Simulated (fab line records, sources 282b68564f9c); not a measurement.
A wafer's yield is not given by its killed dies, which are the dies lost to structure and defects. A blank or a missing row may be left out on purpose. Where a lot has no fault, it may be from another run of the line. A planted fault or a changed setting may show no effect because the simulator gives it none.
fab line records    flow ritCmos
record lots=7  wafers=21  lastDay=7
route steps=202 shown PLDD@122 SPACER@125 NSD@131 M1@202
lots that met no fault: taken from a fault-free run of the same line
startH: hours from the record's first day to the start of the lot's first wafer shown    waitH: hours from the lot's prior step to this one    " repeats the value in the row above    L1.1+2: one row covering several wafers at once    - no value, or no start was given    * or withheld: withheld    < > ~ a bound
route shown NAME@n: names a module that has steps shown in the file, with the first one's number in the route    usual: mean and standard deviation over wafers with no fault    same: alike in all rows    chamber/n: place in a boat    sites: each site's reading    _std_site: standard deviation across them    _edge_site: outer sites' mean less inner sites'    radiusMm: how far each site lies from the wafer's centre    mask NAME#n: copy n    behind: the most recent tool/chamber to have shaped the wafer    hold: why the lot went on hold/how many hours it stayed there/how the hold came to an end    device: the transistor (n, p or np) that didn't switch    end of line: the route-end tests of the same wafers    a step without rows: its recipe alone    killed: count of dies lost to structure and defects at first sort (not the wafer's yield)    map: shows each die of a wafer: x if killed, . if not, _ if none is there
set.NAME: the setting that was run; set.NAME@STEP: the one run at that earlier step    model.NAME: the simulator's own value behind a step, which no gauge read
certain route steps with their lots: each step a table, each wafer a row
services: the hour from which a tool's chamber was out of use, counted from the record's first day as startH (under 0 if before that day), plus the number of hours and why
## steps
# step RIT_PLDD_IMPLANT_08
# recipe species=BF2  energyKev=20  doseCm2=9e+14  tiltDeg=7
# step RIT_PLDD_STRIP_09
# recipe chemistry=O2  timeS=180  resist=NOVOLAK  platenTempC=withheld  powerW=500  pressureMtorr=4000  o2FlowSccm=4000
# usual drypumpMotorCurrentA=6.0/0.35
lot.wafer  tool            chamber  startH  waitH  drypumpMotorCurrentA  rfHoursCounterH
L733.1     plasmaAsher-03  1        59.79   0.1    6.0                   38
L733.2     "               0        "       "      5.7                   38
L733.4     "               0        "       "      5.6                   -
L736.4     plasmaAsher-02  0        71.14   0.1    6.3                   -
L736.5     "               0        "       "      6.4                   -
L736.6     "               1        "       "      5.6                   -
L747.1     plasmaAsher-04  1        115.03  0.1    6.6                   48
L747.3     "               0        "       "      5.7                   -
L747.5     "               1        "       "      6.6                   -
L748.1     plasmaAsher-03  0        120.13  0.1    5.7                   47
L748.4     "               0        "       "      5.7                   -
L748.5     "               0        "       "      5.7                   -
L750.3     plasmaAsher-04  0        128.00  0.1    5.7                   -
L750.5     "               1        "       "      6.7                   -
L750.6     "               0        "       "      5.7                   -
L751.1     plasmaAsher-02  1        135.00  0.1    5.7                   38
L751.2     "               0        "       "      6.4                   38
L751.5     "               1        "       "      5.7                   -
L753.3     plasmaAsher-04  1        147.08  0.1    6.6                   -
L753.4     "               0        "       "      5.7                   -
L753.6     "               0        "       "      5.7                   -
# step RIT_PLDD_TW_MEAS_10
# usual PLDD_TW=2351/27
lot.wafer  tool          chamber  startH  waitH  PLDD_TW
L733.1     filmMetro-03  -        59.96   0.1    2395
L733.2     "             -        "       "      2384
L733.4     "             -        "       "      2380
L736.4     filmMetro-03  -        71.28   0.1    2393
L736.5     "             -        "       "      2393
L736.6     "             -        "       "      2381
L747.1     filmMetro-03  -        115.21  0.1    2392
L747.3     "             -        "       "      2385
L747.5     "             -        "       "      2386
L748.1     filmMetro-04  -        120.30  0.1    2324
L748.4     "             -        "       "      2336
L748.5     "             -        "       "      2331
L750.3     filmMetro-03  -        128.13  0.1    2381
L750.5     "             -        "       "      2384
L750.6     "             -        "       "      2385
L751.1     filmMetro-04  -        135.18  0.1    2335
L751.2     "             -        "       "      2327
L751.5     "             -        "       "      2340
L753.3     filmMetro-01  -        147.22  0.1    2310
L753.4     "             -        "       "      2322
L753.6     "             -        "       "      2318
# step RIT_SPACER_CLEAN_00
# recipe chemistry=SC1  mix=3:3:50  timeS=600  tempC=75
# step RIT_SPACER_CLEAN_01
# recipe chemistry=dHF  dilution=50:1  timeS=30
# step RIT_SPACER_CLEAN_02
# recipe chemistry=SC2  mix=3:3:50  timeS=600  tempC=75  dry=n2Spin
# step RIT_SPACER_CVD_03
# recipe material=Si3N4  targetThkNm=250  tempC=810  precursor=SiH2Cl2/NH3  timeS=3300  pressureMtorr=300  sih2cl2FlowSccm=60  nh3FlowSccm=150
# step RIT_SPACER_THK_MEAS_04
# recipe reads=Si3N4_of_SPACER_CVD_03
# usual SPACER_NITRIDE_THK=249.9/2.4
lot.wafer  tool          chamber  startH  waitH  SPACER_NITRIDE_THK[nm]
L733.1     filmMetro-02  -        62.32   0.0    245.4
L733.2     "             -        "       "      246.5
L733.4     "             -        "       "      248.6
L736.4     filmMetro-03  -        74.22   0.0    251.4
L736.5     "             -        "       "      248.7
L736.6     "             -        "       "      252.2
L747.1     filmMetro-04  -        117.58  0.0    249.8
L747.3     "             -        "       "      249.0
L747.5     "             -        "       "      249.2
L748.1     filmMetro-02  -        122.66  0.0    248.4
L748.4     "             -        "       "      250.7
L748.5     "             -        "       "      249.7
L750.3     filmMetro-02  -        130.48  0.0    254.9
L750.5     "             -        "       "      254.1
L750.6     "             -        "       "      254.8
L751.1     filmMetro-04  -        137.52  0.0    249.2
L751.2     "             -        "       "      248.2
L751.5     "             -        "       "      248.2
L753.3     filmMetro-04  -        149.59  0.0    246.8
L753.4     "             -        "       "      246.7
L753.6     "             -        "       "      246.2
# step RIT_SPACER_ETCHBACK_05
# recipe targetDepthA=2500  SF6_flow_sccm=30  CHF3_flow_sccm=30  target=Si3N4  chemistry=SF6/CHF3  pressureMtorr=40  rfW=250  timeS=240  stopOn=SiO2
# usual drypumpMotorCurrentA=5.6/0.5  oesProductAu=0.851/0.011  throttleValvePct=10.29/0.1
lot.wafer  tool        chamber  startH  waitH  drypumpMotorCurrentA  oesProductAu  rfHoursCounterH  throttleValvePct
L733.1     rieDiel-04  3        62.38   0.1    5.9                   0.845         143              10.28
L733.2     "           0        "       "      5.7                   0.866         3                10.17
L733.4     "           1        "       "      6.6                   0.851         40               10.24
L736.4     rieDiel-03  3        74.25   0.0    4.8                   0.850         0                10.31
L736.5     "           0        "       "      5.6                   0.858         -                10.44
L736.6     "           1        "       "      6.2                   0.844         -                10.21
L747.1     rieDiel-02  3        117.64  0.1    5.0                   0.853         119              10.21
L747.3     "           0        "       "      5.3                   0.854         5                10.24
L747.5     "           3        "       "      5.0                   0.852         -                10.21
L748.1     rieDiel-03  0        122.72  0.1    5.7                   0.869         132              10.43
L748.4     "           1        "       "      6.2                   0.834         79               10.21
L748.5     "           3        "       "      4.8                   0.852         -                10.32
L750.3     rieDiel-03  1        130.52  0.0    6.2                   0.860         79               10.22
L750.5     "           2        "       "      5.8                   0.868         -                10.42
L750.6     "           3        "       "      4.8                   0.861         -                10.31
L751.1     rieDiel-02  1        137.58  0.1    5.8                   0.838         1                10.20
L751.2     "           2        "       "      6.2                   0.843         102              10.15
L751.5     "           2        "       "      6.2                   0.835         -                10.13
L753.3     rieDiel-03  1        149.63  0.0    6.2                   0.824         80               10.20
L753.4     "           0        "       "      5.6                   0.850         133              10.44
L753.6     "           2        "       "      5.8                   0.852         -                10.41
# step RIT_NSD_HMDS_00
# recipe primeTimeS=60  primeTempC=140
# step RIT_NSD_COAT_01
# recipe resist=NOVOLAK  spinRpm=3250  resistThkNm=1000
# step RIT_NSD_SOFTBAKE_02
# recipe resist=NOVOLAK  tempC=90  timeS=60
# step RIT_NSD_EXPOSE_03
# recipe maskId=M9  na=0.57  targetCdNm=40700  doseMj=250
# usual focusOffsetNm=0.1/0.63
lot.wafer  tool             chamber  startH  waitH  mask  focusOffsetNm  model.NSD.overlayXNm
L733.1     ilineStepper-01  0        63.19   0.2    M9#0  0.6            -0.8299
L733.2     "                0        "       "      M9#0  0.3            -0.8299
L733.4     "                0        "       "      M9#0  0.7            -0.8299
L736.4     ilineStepper-02  0        75.01   0.1    M9#0  0.2            0.7743
L736.5     "                0        "       "      M9#0  0.7            0.7743
L736.6     "                0        "       "      M9#0  0.9            0.7743
L747.1     ilineStepper-01  0        118.40  0.2    M9#0  0.5            3491
L747.3     "                0        "       "      M9#0  -1.0           3491
L747.5     "                0        "       "      M9#0  0.5            3491
L748.1     ilineStepper-01  0        123.32  0.1    M9#0  0.3            3491
L748.4     "                0        "       "      M9#0  0.2            3491
L748.5     "                0        "       "      M9#0  0.7            3491
L750.3     ilineStepper-01  0        131.28  0.2    M9#0  1.4            3490
L750.5     "                0        "       "      M9#0  0.7            3490
L750.6     "                0        "       "      M9#0  -0.4           3490
L751.1     ilineStepper-02  0        138.30  0.2    M9#0  0.2            0.182
L751.2     "                0        "       "      M9#0  -0.2           0.182
L751.5     "                0        "       "      M9#0  -0.4           0.182
L753.3     ilineStepper-02  0        150.27  0.1    M9#0  -0.1           -0.06787
L753.4     "                0        "       "      M9#0  0.3            -0.06787
L753.6     "                0        "       "      M9#0  1.1            -0.06787
# step RIT_NSD_PEB_04
# recipe resist=NOVOLAK  tempC=withheld  timeS=withheld
# step RIT_NSD_DEVELOP_05
# recipe resist=NOVOLAK  developTimeS=50  devTempC=23
# step RIT_NSD_OVL_MEAS_06
# usual NSD_OVL=0.2/1.4
lot.wafer  tool        chamber  startH  waitH  NSD_OVL[nm]
L733.1     overlay-02  -        63.59   -      1.4
L733.2     "           -        "       "      2.6
L733.4     "           -        "       "      -0.3
L736.4     overlay-01  -        75.37   -      1.4
L736.5     "           -        "       "      0.3
L736.6     "           -        "       "      0.6
L747.1     overlay-02  -        118.81  -      3492.9
L747.3     "           -        "       "      3493.3
L747.5     "           -        "       "      3493.8
L748.1     overlay-02  -        123.72  -      3489.0
L748.4     "           -        "       "      3489.7
L748.5     "           -        "       "      3491.6
L750.3     overlay-01  -        131.66  -      3489.2
L750.5     "           -        "       "      3491.4
L750.6     "           -        "       "      3489.6
L751.1     overlay-01  -        138.76  -      0.1
L751.2     "           -        "       "      -0.4
L751.5     "           -        "       "      -0.2
L753.3     overlay-02  -        150.65  -      -0.1
L753.4     "           -        "       "      0.3
L753.6     "           -        "       "      1.8
# step RIT_NSD_HARDBAKE_07
# recipe resist=NOVOLAK  tempC=140  timeS=60
# step RIT_M1_PROBE_99
# usual killedAtContacts=0.1/0.38  killedAtFrontEnd=7/3.2  killedDies=7/3.2  killedOnRim=1.9/1.5  killedOpen=3.6/2.1  killedShort=3.5/2
# same grossDies=264  killed_at_M0_to_M3=0  killed_at_M4_up=0  killedAtBackSide=0  killedAtOther=0
lot.wafer  tool       chamber  startH  waitH  killedAtContacts  killedAtFrontEnd  killedDies  killedOnRim  killedOpen  killedShort  model.etest.nmos_0p15.bvV  model.etest.nmos_0p3.bvV  model.etest.pmosNarrow.overLimit  model.etest.selectEdgeDiodeN.overLimit  model.etest.gateEndArray.overLimit  model.etest.nmos_0p3.overLimit  model.etest.retroEdgeNmos.overLimit  model.etest.pmos_0p3.overLimit
L733.1     prober-01  -        75.25   0.1    0                 8                 8           2            5           3            5.497                      5.497                     0                                 0                                       0                                   0                               0                                    0
L733.2     prober-01  -        75.30   0.1    0                 1                 1           0            1           0            5.468                      5.468                     0                                 0                                       0                                   0                               0                                    0
L733.4     prober-01  -        75.40   0.2    0                 6                 6           1            2           4            5.492                      5.492                     0                                 0                                       0                                   0                               0                                    0
L736.4     prober-02  -        86.73   0.2    1                 2                 3           0            1           2            5.44                       5.44                      0                                 0                                       0                                   0                               0                                    0
L736.5     prober-02  -        86.78   0.2    0                 5                 5           2            3           2            5.385                      5.385                     0                                 0                                       0                                   0                               0                                    0
L736.6     prober-02  -        86.83   0.2    0                 4                 4           1            3           1            5.436                      5.436                     0                                 0                                       0                                   0                               0                                    0
L747.1     prober-01  -        128.78  0.1    0                 252               252         65           8           2            -                          -                         1                                 1                                       1                                   1                               1                                    1
L747.3     prober-01  -        128.88  0.2    0                 258               258         67           2           5            -                          -                         1                                 1                                       1                                   1                               1                                    1
L747.5     prober-01  -        128.98  0.2    0                 251               251         68           10          8            -                          -                         1                                 1                                       1                                   1                               1                                    1
L748.1     prober-02  -        135.01  0.1    0                 251               251         66           2           4            -                          -                         1                                 1                                       1                                   1                               1                                    1
L748.4     prober-02  -        135.16  0.2    0                 243               243         66           4           3            -                          -                         1                                 1                                       1                                   1                               1                                    1
L748.5     prober-02  -        135.21  0.2    0                 256               256         67           4           3            1.552                      1.552                     1                                 1                                       1                                   1                               1                                    1
L750.3     prober-02  -        141.87  0.2    0                 249               249         65           2           3            -                          -                         1                                 1                                       1                                   1                               1                                    1
L750.5     prober-02  -        141.97  0.2    0                 244               244         68           0           3            -                          -                         1                                 1                                       1                                   1                               1                                    1
L750.6     prober-02  -        142.02  0.2    0                 250               250         65           3           2            1.43                       1.43                      1                                 1                                       1                                   1                               1                                    1
L751.1     prober-01  -        149.27  0.1    0                 12                12          5            4           8            5.481                      5.481                     0                                 0                                       0                                   0                               0                                    0
L751.2     prober-01  -        149.32  0.1    0                 9                 9           3            4           5            5.483                      5.483                     0                                 0                                       0                                   0                               0                                    0
L751.5     prober-01  -        149.47  0.2    0                 3                 3           1            3           0            5.476                      5.476                     0                                 0                                       0                                   0                               0                                    0
L753.3     prober-01  -        161.54  0.2    0                 11                11          4            5           6            5.494                      5.494                     0                                 0                                       0                                   0                               0                                    0
L753.4     prober-01  -        161.59  0.2    0                 5                 5           0            4           1            5.477                      5.477                     0                                 0                                       0                                   0                               0                                    0
L753.6     prober-01  -        161.69  0.2    0                 9                 9           1            3           6            5.487                      5.487                     0                                 0                                       0                                   0                               0                                    0
# killed by level:class
L733.1 REOX:geometricParticle:short=2 SILICIDE:geometricParticle:open=2 FOX1:geometricParticle:open=1 GATE:geometricParticle:open=1 REOX:geometricParticle:open=1 SILICIDE:geometricParticle:short=1
L733.2 FOX2:geometricParticle:open=1
L733.4 GATE:geometricParticle:short=3 FOX2:geometricParticle:open=1 REOX:geometricParticle:short=1 SILICIDE:geometricParticle:open=1
L736.4 GATE:geometricParticle:open=1 GATE:geometricParticle:short=1 CONTACT:geometricParticle:short=1
L736.5 GATE:geometricParticle:open=2 GATE:geometricParticle:short=1 REOX:geometricParticle:short=1 SILICIDE:geometricParticle:open=1
L736.6 GATE:geometricParticle:open=2 REOX:geometricParticle:open=1 SPACER:geometricParticle:short=1
L747.1 NSD:overlay=242 GATE:geometricParticle:open=4 FOX1:geometricParticle:open=1 REOX:geometricParticle:open=1 SPACER:geometricParticle:open=1 SPACER:geometricParticle:short=1 SILICIDE:geometricParticle:short=1 SILICIDE:geometricParticle:open=1
L747.3 NSD:overlay=251 GATE:geometricParticle:short=3 REOX:geometricParticle:open=2 SPACER:geometricParticle:short=1 SILICIDE:geometricParticle:short=1
L747.5 NSD:overlay=233 REOX:geometricParticle:open=5 GATE:geometricParticle:open=4 REOX:geometricParticle:short=4 FOX1:geometricParticle:short=3 FOX1:geometricParticle:open=1 GATE:geometricParticle:short=1
L748.1 NSD:overlay=245 FOX2:geometricParticle:short=1 FOX2:geometricParticle:open=1 GATE:geometricParticle:short=1 SPACER:geometricParticle:open=1 SPACER:geometricParticle:short=1 SILICIDE:geometricParticle:short=1
L748.4 NSD:overlay=236 SPACER:geometricParticle:open=3 GATE:geometricParticle:short=2 SPACER:geometricParticle:short=1 SILICIDE:geometricParticle:open=1
L748.5 NSD:overlay=249 GATE:geometricParticle:open=3 GATE:geometricParticle:short=2 SILICIDE:geometricParticle:open=1 SILICIDE:geometricParticle:short=1
L750.3 NSD:overlay=244 GATE:geometricParticle:short=2 FOX1:geometricParticle:short=1 GATE:geometricParticle:open=1 REOX:geometricParticle:open=1
L750.5 NSD:overlay=241 GATE:geometricParticle:short=2 REOX:geometricParticle:short=1
L750.6 NSD:overlay=245 FOX1:geometricParticle:open=1 FOX2:geometricParticle:open=1 GATE:geometricParticle:short=1 REOX:geometricParticle:open=1 REOX:geometricParticle:short=1
L751.1 GATE:geometricParticle:short=4 FOX1:geometricParticle:short=2 GATE:geometricParticle:open=2 FOX2:geometricParticle:open=1 REOX:geometricParticle:short=1 SPACER:geometricParticle:short=1 SILICIDE:geometricParticle:open=1
L751.2 FOX1:geometricParticle:short=2 GATE:geometricParticle:short=2 GATE:geometricParticle:open=2 REOX:geometricParticle:open=1 SPACER:geometricParticle:open=1 SILICIDE:geometricParticle:short=1
L751.5 GATE:geometricParticle:open=1 REOX:geometricParticle:open=1 SPACER:geometricParticle:open=1
L753.3 GATE:geometricParticle:short=4 GATE:geometricParticle:open=3 FOX1:geometricParticle:open=1 REOX:geometricParticle:short=1 SILICIDE:geometricParticle:short=1 SILICIDE:geometricParticle:open=1
L753.4 SPACER:geometricParticle:open=2 GATE:geometricParticle:open=1 SPACER:geometricParticle:short=1 SILICIDE:geometricParticle:open=1
L753.6 SPACER:geometricParticle:short=3 SILICIDE:geometricParticle:open=2 FOX1:geometricParticle:short=1 GATE:geometricParticle:open=1 GATE:geometricParticle:short=1 REOX:geometricParticle:short=1
# map L747.3 (x killed, . not)
________xxxxxx._______
_____xxxxxxxxxxxxx____
____xxxxxxxxxxxxxxx___
___xxxxxxxxxxxxxxxxx__
__xxxxxxxxxxxxxxxxxxx_
__xxxxxxxxxxxxxxxxxxx_
_xxxxxxxxxxxxxxx.xxxxx
_xxxxxxxxxxxxxxxxxxxxx
_xxxxxxxxxxxxxxxxxxxxx
_xxxxxxxxxxxxxxxxxxxxx
__xxxxxxxxxxxxxxxxxxx_
__xxxxxxxxxxxxxxx.xxx_
___.xxxxxxxxxxxxxxxx__
____xxxxxxxxxx.xxxx___
_____xxxxxxxxxx.xx____
________xxxxxxx_______
# map L748.5 (x killed, . not)
________xxxxxxx_______
_____xxxxxxxxxxxxx____
____xx.xxxxxxxxxxxx___
___xxxxxxxxxxxxxxxxx__
__xxxxxxxxxxxxxxxxxxx_
__xxxxxxxxxxxxxxxxxxx_
_xx.xxxxxxxxxxx.xxxxxx
_xxxxxxxxxxxxxxxxxxxxx
_xxxxxxxxxxxxxxxxxxxxx
_xxxxxxxxxxxxxxxxxxxxx
__xxxxx.xxxxxxxxxxxx._
__xxxxxxxxxxxxxxxxxxx_
___xxxxxxxxxxxxxxxxx__
____xxxxxxxxxxx.xxx___
_____x.xxxxxxxx.xx____
________xxxxxxx_______
## services
tool             chamber  startH  hours  kind
plasmaAsher-03   -        43.92   2.2    repair
rieDiel-03       3        45.29   -      clean
rieDiel-03       3        45.29   21.4   scheduledDown
rieDiel-03       3        45.29   21.4   ventCycle
rieDiel-04       0        54.08   5.1    repair
plasmaAsher-04   -        57.13   14.6   pm
rieDiel-02       1        62.14   -      clean
rieDiel-02       1        62.14   24.4   scheduledDown
rieDiel-02       1        62.14   24.4   ventCycle
rieDiel-02       2        63.92   9.9    repair
rieDiel-04       1        74.42   8.0    repair
ilineStepper-02  -        80.05   1.9    repair
ilineStepper-02  0        81.99   -      calibration
rieDiel-03       -        85.52   0.1    repair
rieDiel-02       3        91.86   8.2    repair
rieDiel-03       -        93.43   0.5    repair
rieDiel-04       -        118.41  14.6   pm
rieDiel-02       1        144.08  4.5    repair
rieDiel-02       3        145.07  5.7    repair
plasmaAsher-03   -        145.20  0.4    repair
## key
firstSign step=RIT_NSD_OVL_MEAS_06  reading=NSD_OVL  direction=up  sigmas=99+  usual=0.2  struck=3491.2
effect step=RIT_M1_PROBE_99  reading=killedDies  direction=up  sigmas=76  usual=7  struck=250
modelEffect step=RIT_NSD_EXPOSE_03  value=NSD.overlayXNm  without=-0.3668  struck=3491
modelEffect step=RIT_M1_PROBE_99  value=etest.nmos_0p15.bvV  without=5.472  struck=1.491
moreKillsBornAt RIT_NSD_EXPOSE_03@ilineStepper-01=2186
metAt RIT_NSD_EXPOSE_03
struckWafers L747.1,L747.3,L747.5,L748.1,L748.4,L748.5,L750.3,L750.5,L750.6
testerLeftOut L747,L748,L750
onsetBetween 63.19 118.40
fault kind=scannerMatchingOverlay  tool=ilineStepper-01  chamber=-  onsetH=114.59  steps=RIT_NSD_EXPOSE_03  offset=3491.1
# testerLeftOut: of these lots the tester's yield and bins aren't shown, on N5 and GAA mostly nor the transistor test; their killed dies are dies lost to structure and defects alone, not to doping, threshold or leakage, so they don't give the yield
